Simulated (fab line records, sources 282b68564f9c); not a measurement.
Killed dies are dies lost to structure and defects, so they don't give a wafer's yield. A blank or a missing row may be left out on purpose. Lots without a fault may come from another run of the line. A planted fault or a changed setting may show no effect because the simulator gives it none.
fab line records | flow rit_cmos
record lots=6 wafers=18 last_day=5
route steps=202 shown PWELL@44 WELLDRIVE@50 NWELL@51 NRETRO@53 M1@202
lots that met no fault: from a run of the same line without faults
start_h: hours from the record's first day to the start of the lot's first wafer shown | wait_h: hours since the lot's step before | " the same as in the row above | L1.1+2: a row that stands for several wafers | - no value, or no start given | * or withheld: withheld | < > ~ a bound
route shown NAME@n: a module of which the file shows steps, and the number in the route of the first | usual: mean/standard deviation of fault-free wafers | same: alike in all rows | chamber/n: place in a boat | sites: the reading at each site | _std_site: their standard deviation | _edge_site: outer sites' mean less inner sites' | radius_mm: how far each site lies from the wafer's centre | mask NAME#n: copy n | behind: the tool/chamber that last shaped the wafer | hold: why the lot was held/for how many hours/how that ended | device: the transistor (n, p or np) that didn't switch | end of line: the same wafers' tests at the end of the route | a step without rows: its recipe alone | killed: dies lost to structure and defects at the first sort, not the wafer's yield | map: a wafer's dies, x killed, . not, _ none there
set.NAME: the setting as run; set.NAME@STEP: as run at that earlier step | model.NAME: the simulator's own value behind a step, which no gauge read
lots at some steps of the route; a table a step, a row a wafer
services: from which hour (start_h, from the record's first day; less than 0 if before it) a tool's chamber was out of use, for how many hours, and why
## steps
# step RIT_PWELL_DEVELOP_05
# recipe resist=NOVOLAK develop_time_s=68 dev_temp_c=23
# step RIT_PWELL_OVL_MEAS_06
# usual PWELL_OVL=-0.1/1.3
# columns lot.wafer tool chamber start_h wait_h PWELL_OVL[nm]
L979.1 overlay-02 - 31.98 - 1.0
L979.3 " - " " 0.4
L979.5 " - " " -0.3
L986.1 overlay-02 - 66.60 - 1.1
L986.2 " - " " 0.7
L986.6 " - " " -0.2
L989.1 overlay-01 - 82.91 - -0.3
L989.4 " - " " 0.7
L989.5 " - " " 0.7
L990.1 overlay-02 - 84.10 - -0.4
L990.5 " - " " 0.8
L990.6 " - " " 0.9
L991.1 overlay-01 - 88.26 - -3.4
L991.3 " - " " -0.1
L991.4 " - " " -1.2
L992.1 overlay-02 - 95.75 - 3.7
L992.4 " - " " 0.0
L992.6 " - " " 0.8
# step RIT_PWELL_HARDBAKE_07
# recipe resist=NOVOLAK temp_c=140 time_s=120
# step RIT_PWELL_IMPLANT_08
# recipe species=B energy_kev=170 dose_cm2=7e+13 tilt_deg=7
# step RIT_PWELL_STRIP_09
# recipe chemistry=O2 time_s=180 resist=NOVOLAK platen_temp_c=withheld power_w=500 pressure_mtorr=4000 o2_flow_sccm=4000
# usual drypump_motor_current_A=5.81/0.3
# columns lot.wafer tool chamber start_h wait_h drypump_motor_current_A rf_hours_counter_h
L979.1 plasma_asher-03 1 32.41 0.1 5.32 24
L979.3 " 0 " " 5.99 -
L979.5 " 0 " " 5.99 -
L986.1 plasma_asher-03 0 67.04 0.1 6.01 28
L986.2 " 1 " " 5.31 28
L986.6 " 1 " " 5.31 -
L989.1 plasma_asher-02 1 83.34 0.1 5.90 44
L989.4 " 1 " " 5.92 -
L989.5 " 0 " " 6.16 -
L990.1 plasma_asher-02 1 84.60 0.1 5.91 44
L990.5 " 1 " " 5.91 -
L990.6 " 0 " " 6.15 -
L991.1 plasma_asher-02 1 88.70 0.1 5.91 45
L991.3 " 1 " " 5.93 -
L991.4 " 0 " " 6.14 -
L992.1 plasma_asher-04 0 96.18 0.1 5.43 43
L992.4 " 0 " " 5.42 -
L992.6 " 1 " " 5.63 -
# step RIT_PWELL_TW_MEAS_10
# usual PWELL_TW=954/7.6
# columns lot.wafer tool chamber start_h wait_h PWELL_TW
L979.1 film_metro-04 - 32.59 0.1 954
L979.3 " - " " 953
L979.5 " - " " 951
L986.1 film_metro-04 - 67.22 0.1 947
L986.2 " - " " 947
L986.6 " - " " 947
L989.1 film_metro-01 - 83.52 0.1 971
L989.4 " - " " 966
L989.5 " - " " 963
L990.1 film_metro-01 - 84.78 0.1 964
L990.5 " - " " 969
L990.6 " - " " 957
L991.1 film_metro-01 - 88.87 0.1 962
L991.3 " - " " 963
L991.4 " - " " 968
L992.1 film_metro-04 - 96.36 0.1 956
L992.4 " - " " 959
L992.6 " - " " 956
# step RIT_WELLDRIVE_ANNEAL_00
# recipe temp_c=1100 time_s=14700 ambient=N2
# step RIT_WELLDRIVE_RS_MEAS_01
# recipe thk_meas_gauge=four-point-probe
# usual NWELL_RS=275.7/0.91
# columns lot.wafer tool chamber start_h wait_h NWELL_RS[ohm/sq]
L979.1 film_metro-04 - 38.28 0.0 276.2
L979.3 " - " " 276.0
L979.5 " - " " 275.7
L986.1 film_metro-04 - 75.70 0.0 275.2
L986.2 " - " " 274.6
L986.6 " - " " 274.9
L989.1 film_metro-04 - 88.66 0.0 276.6
L989.4 " - " " 275.2
L989.5 " - " " 275.5
L990.1 film_metro-02 - 89.92 0.0 276.0
L990.5 " - " " 275.7
L990.6 " - " " 276.4
L991.1 film_metro-04 - 95.31 0.0 276.1
L991.3 " - " " 276.7
L991.4 " - " " 276.2
L992.1 film_metro-01 - 102.33 0.0 276.0
L992.4 " - " " 275.8
L992.6 " - " " 275.7
# step RIT_WELLDRIVE_RS_MEAS_02
# recipe thk_meas_gauge=four-point-probe
# usual PWELL_RS=429.8/1.1
# columns lot.wafer tool chamber start_h wait_h PWELL_RS[ohm/sq]
L979.1 film_metro-04 - 38.40 0.1 431.5
L979.3 " - " " 431.7
L979.5 " - " " 431.3
L986.1 film_metro-04 - 75.82 0.1 429.5
L986.2 " - " " 429.7
L986.6 " - " " 429.6
L989.1 film_metro-04 - 88.78 0.1 428.6
L989.4 " - " " 429.2
L989.5 " - " " 428.7
L990.1 film_metro-02 - 90.04 0.1 430.6
L990.5 " - " " 430.9
L990.6 " - " " 429.6
L991.1 film_metro-04 - 95.43 0.1 429.4
L991.3 " - " " 430.4
L991.4 " - " " 429.6
L992.1 film_metro-01 - 102.45 0.1 429.8
L992.4 " - " " 430.5
L992.6 " - " " 430.6
# step RIT_NRETRO_HMDS_00
# recipe prime_time_s=60 prime_temp_c=140
# step RIT_NRETRO_COAT_01
# recipe resist=NOVOLAK spin_rpm=2000 resist_thk_nm=1300
# step RIT_NRETRO_SOFTBAKE_02
# recipe resist=NOVOLAK temp_c=90 time_s=60
# step RIT_NRETRO_EXPOSE_03
# recipe mask_id=M4 na=0.57 target_cd_nm=43900 dose_mj=250
# usual focus_offset_nm=-0.1/0.53
# columns lot.wafer tool chamber start_h wait_h mask focus_offset_nm model.NRETRO.overlay_x_nm
L979.1 iline_stepper-01 0 39.09 0.2 M4#0 0.1 -0.7103
L979.3 " 0 " " M4#0 -1.3 -0.7103
L979.5 " 0 " " M4#0 -0.6 -0.7103
L986.1 iline_stepper-01 0 76.52 0.2 M4#0 0.0 421.1
L986.2 " 0 " " M4#0 -1.0 421.1
L986.6 " 0 " " M4#0 -0.9 421.1
L989.1 iline_stepper-01 0 89.47 0.2 M4#0 -0.3 419.8
L989.4 " 0 " " M4#0 0.2 419.8
L989.5 " 0 " " M4#0 -0.7 419.8
L990.1 iline_stepper-02 0 90.74 0.2 M4#0 0.3 -0.4628
L990.5 " 0 " " M4#0 0.5 -0.4628
L990.6 " 0 " " M4#0 -0.3 -0.4628
L991.1 iline_stepper-02 0 96.00 0.1 M4#0 -0.8 -0.3632
L991.3 " 0 " " M4#0 -0.8 -0.3632
L991.4 " 0 " " M4#0 0.0 -0.3632
L992.1 iline_stepper-02 0 103.04 0.1 M4#0 -0.1 -0.5605
L992.4 " 0 " " M4#0 0.5 -0.5605
L992.6 " 0 " " M4#0 0.3 -0.5605
# step RIT_NRETRO_PEB_04
# recipe resist=NOVOLAK temp_c=withheld time_s=withheld
# step RIT_NRETRO_DEVELOP_05
# recipe resist=NOVOLAK develop_time_s=68 dev_temp_c=23
# step RIT_NRETRO_OVL_MEAS_06
# usual NRETRO_OVL=-0.1/1.3
# columns lot.wafer tool chamber start_h wait_h NRETRO_OVL[nm]
L979.1 overlay-01 - 39.52 - -0.4
L979.3 " - " " -2.5
L979.5 " - " " -1.7
L986.1 overlay-02 - 76.95 - 420.0
L986.2 " - " " 420.6
L986.6 " - " " 417.7
L989.1 overlay-01 - 89.97 - 419.5
L989.4 " - " " 421.6
L989.5 " - " " 420.5
L990.1 overlay-02 - 91.17 - -0.3
L990.5 " - " " 0.8
L990.6 " - " " 0.5
L991.1 overlay-02 - 96.43 - -1.0
L991.3 " - " " -2.3
L991.4 " - " " -0.7
L992.1 overlay-02 - 103.47 - -0.9
L992.4 " - " " -2.0
L992.6 " - " " -0.1
# step RIT_NRETRO_HARDBAKE_07
# recipe resist=NOVOLAK temp_c=140 time_s=120
# step RIT_M1_PROBE_99
# usual killed_at_M0_to_M3=0.0/0.12 killed_at_contacts=0.1/0.32 killed_at_front_end=6/3.1 killed_dies=7/3.2 killed_open=3.1/1.9 killed_short=3.5/2.2
# same gross_dies=264 killed_at_M4_up=0 killed_at_back_side=0 killed_at_other=0
# columns lot.wafer tool chamber start_h wait_h killed_at_M0_to_M3 killed_at_contacts killed_at_front_end killed_dies killed_open killed_short model.etest.well_edge_left.line_ohm_um model.etest.retro_edge_nmos.off_log10_a_um model.etest.retro_edge_pmos.off_log10_a_um
L979.1 prober-02 - 69.25 0.1 0 0 10 10 4 6 182.2 -9.394 -9.924
L979.3 prober-02 - 69.35 0.2 0 0 6 6 3 3 182.6 -8.758 -9.796
L979.5 prober-02 - 69.45 0.2 0 0 5 5 3 2 183 -8.948 -9.684
L986.1 prober-02 - 108.28 0.1 0 0 8 8 4 4 189.5 -7.275 -7.371
L986.2 prober-02 - 108.33 0.1 1 0 6 7 2 5 189.3 -7.402 -7.621
L986.6 prober-02 - 108.53 0.2 0 0 16 16 8 8 186.8 -7.239 -7.579
L989.1 prober-01 - 118.81 0.1 0 0 9 9 3 6 187.1 -7.64 -7.815
L989.4 prober-01 - 118.96 0.2 0 0 3 3 1 2 191 -7.696 -7.866
L989.5 prober-01 - 119.01 0.2 0 0 9 9 4 5 190.7 -7.355 -7.539
L990.1 prober-02 - 122.02 0.1 0 0 3 3 2 1 182.1 -9.888 -10.24
L990.5 prober-02 - 122.22 0.2 0 0 13 13 4 9 182.2 -9.908 -10.58
L990.6 prober-02 - 122.27 0.2 0 1 6 7 4 3 181.3 -9.495 -10.41
L991.1 prober-01 - 128.00 0.1 0 0 10 10 5 5 183.7 -9.884 -10.46
L991.3 prober-01 - 128.10 0.2 0 0 5 5 2 3 185 -10.06 -10.45
L991.4 prober-01 - 128.15 0.2 0 0 5 5 3 2 184.1 -10.04 -9.966
L992.1 prober-02 - 131.71 0.1 0 0 6 6 4 2 182 -9.982 -10.5
L992.4 prober-02 - 131.86 0.2 0 0 7 7 4 3 181.1 -10.13 -10.45
L992.6 prober-02 - 131.96 0.2 0 0 5 5 1 4 183 -10.21 -10.56
# killed by level:class
L979.1 FOX1:geometric_particle:short=2 REOX:geometric_particle:short=2 FOX2:geometric_particle:open=1 GATE:geometric_particle:short=1 GATE:geometric_particle:open=1 SPACER:geometric_particle:open=1 SILICIDE:geometric_particle:short=1 SILICIDE:geometric_particle:open=1
L979.3 FOX1:geometric_particle:open=2 SPACER:geometric_particle:short=2 FOX2:geometric_particle:open=1 FOX2:geometric_particle:short=1
L979.5 ACTIVE:geometric_particle:open=1 FOX2:geometric_particle:short=1 GATE:geometric_particle:open=1 SPACER:geometric_particle:short=1 SPACER:geometric_particle:open=1
L986.1 SILICIDE:geometric_particle:open=3 SPACER:geometric_particle:short=2 GATE:geometric_particle:short=1 GATE:geometric_particle:open=1 REOX:geometric_particle:short=1
L986.2 GATE:geometric_particle:open=1 GATE:geometric_particle:short=1 REOX:geometric_particle:open=1 REOX:geometric_particle:short=1 SPACER:geometric_particle:short=1 SILICIDE:geometric_particle:short=1 M1:geometric_particle:short=1
L986.6 GATE:geometric_particle:open=4 GATE:geometric_particle:short=3 REOX:geometric_particle:open=3 REOX:geometric_particle:short=2 FOX1:geometric_particle:short=1 SILICIDE:geometric_particle:short=1 SPACER:geometric_particle:open=1 SPACER:geometric_particle:short=1
L989.1 GATE:geometric_particle:short=4 GATE:geometric_particle:open=3 REOX:geometric_particle:short=1 SILICIDE:geometric_particle:short=1
L989.4 GATE:geometric_particle:open=1 GATE:geometric_particle:short=1 SILICIDE:geometric_particle:short=1
L989.5 SILICIDE:geometric_particle:short=3 GATE:geometric_particle:open=2 GATE:geometric_particle:short=2 FOX1:geometric_particle:open=1 REOX:geometric_particle:open=1
L990.1 FOX2:geometric_particle:open=1 GATE:geometric_particle:open=1 GATE:geometric_particle:short=1
L990.5 GATE:geometric_particle:short=4 REOX:geometric_particle:open=3 REOX:geometric_particle:short=2 SPACER:geometric_particle:short=2 FOX2:geometric_particle:short=1 SPACER:geometric_particle:open=1
L990.6 REOX:geometric_particle:open=3 GATE:geometric_particle:open=1 GATE:geometric_particle:short=1 REOX:geometric_particle:short=1 CONTACT:geometric_particle:short=1
L991.1 GATE:geometric_particle:short=3 REOX:geometric_particle:open=2 FOX1:geometric_particle:open=1 GATE:geometric_particle:open=1 SILICIDE:geometric_particle:short=1 SILICIDE:geometric_particle:open=1 STARTING-WAFER:geometric_particle:short=1
L991.3 SILICIDE:geometric_particle:short=3 FOX1:geometric_particle:open=1 GATE:geometric_particle:open=1
L991.4 GATE:geometric_particle:open=2 FOX1:geometric_particle:short=1 FOX2:geometric_particle:short=1 SPACER:geometric_particle:open=1
L992.1 SILICIDE:geometric_particle:open=3 GATE:geometric_particle:short=1 REOX:geometric_particle:open=1 REOX:geometric_particle:short=1
L992.4 FOX1:geometric_particle:open=2 GATE:geometric_particle:short=2 FOX1:geometric_particle:short=1 GATE:geometric_particle:open=1 SPACER:geometric_particle:open=1
L992.6 GATE:geometric_particle:short=3 GATE:geometric_particle:open=1 REOX:geometric_particle:short=1
## services
# columns tool chamber start_h hours kind
plasma_asher-04 - 49.04 2.8 pm
iline_stepper-01 - 77.36 6.5 repair
plasma_asher-04 - 85.90 2.0 repair
plasma_asher-04 - 89.52 2.1 repair
iline_stepper-01 0 99.70 - calibration
## key
first_sign step=RIT_NRETRO_OVL_MEAS_06 reading=NRETRO_OVL direction=up sigmas=99+ usual=-0.1 struck=420.0
effect none on later readings
model_effect step=RIT_NRETRO_EXPOSE_03 value=NRETRO.overlay_x_nm without=0.4317 struck=420.4
model_effect step=RIT_M1_PROBE_99 value=etest.well_edge_left.line_ohm_um without=183.6 struck=189.1
met_at RIT_NRETRO_EXPOSE_03
struck_wafers L986.1,L986.2,L986.6,L989.1,L989.4,L989.5
tester_left_out L986,L989
onset_between 39.09 76.52
fault kind=scanner_matching_overlay tool=iline_stepper-01 chamber=- onset_h=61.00 steps=RIT_NRETRO_EXPOSE_03 offset=420
# tester_left_out: of these lots the tester's yield and bins aren't shown, on N5 and GAA mostly nor the transistor test; their killed dies are dies lost to structure and defects alone, not to doping, threshold or leakage, so they don't give the yield
